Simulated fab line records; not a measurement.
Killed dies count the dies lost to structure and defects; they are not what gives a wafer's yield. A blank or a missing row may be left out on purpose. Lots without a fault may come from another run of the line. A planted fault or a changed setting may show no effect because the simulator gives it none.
Which of the tools did it?	flow rit-cmos	7 lots, 21 wafers sampled, at 2 steps of a route of 202

== WHAT THE GAUGES READ, wafer by wafer ==
RIT_M1_CD_MEAS_90: target cd 2600 nm.
lot	measured	on	cd-nm (nm)
L245	day 4 08:55	cd-sem-01	2599.7 2599.4 2600.1
L247	day 4 20:54	cd-sem-01	2598.4 2597.3 2598.8
L251	day 5 15:31	cd-sem-01	2593.9 2595.4 2592.1
L255	day 6 18:16	cd-sem-01	2598.1 2596.6 2598.0
L260	day 8 05:25	cd-sem-01	2600.2 2599.2 2600.2
L261	day 8 10:58	cd-sem-02	2603.4 2599.0 2598.1
L264	day 9 01:22	cd-sem-02	2595.6 2597.2 2597.2

== WHICH TOOL RAN EACH LOT (tool, then ch and the chambers of the sampled wafers, then the start) ==
lot	RIT_M1_METAL_ETCH_12
L245	rie-metal-03 ch 0,1, day 4 08:24
L247	rie-metal-02 ch 0,1, day 4 20:24
L251	rie-metal-03 ch 0,1, day 5 14:59
L255	rie-metal-01 ch 0,1, day 6 17:46
L260	rie-metal-03 ch 1, day 8 04:49
L261	rie-metal-02 ch 0,1, day 8 10:28
L264	rie-metal-01 ch 0,1, day 9 00:50
- RIT_M1_METAL_ETCH_12: etches Al in Cl2/BCl3, stops on SiO2, time 165 s, target depth 600 nm.

== THE ANSWER, worked out from the rows above alone ==
Rule: the lots themselves supply what counts as usual. Put in order of their means at a reading, lots are off if they are a third of the lots or fewer, leave a main group of 4 or more, and stand apart from it by a gap of 3 or more times the standard deviation of the main group's means; of several such gaps the widest counts. The tables above print the reading to a certain number of digits; a main group whose means all agree to those digits is not used. A lot without any number at a reading at which 4 lots or more have one is off too. The other lots that the step has rows for count as sound.
No lot is off on any of the readings shown, so nothing can be concluded from this.

== WHAT WAS PUT IN BY THE SIMULATOR ==
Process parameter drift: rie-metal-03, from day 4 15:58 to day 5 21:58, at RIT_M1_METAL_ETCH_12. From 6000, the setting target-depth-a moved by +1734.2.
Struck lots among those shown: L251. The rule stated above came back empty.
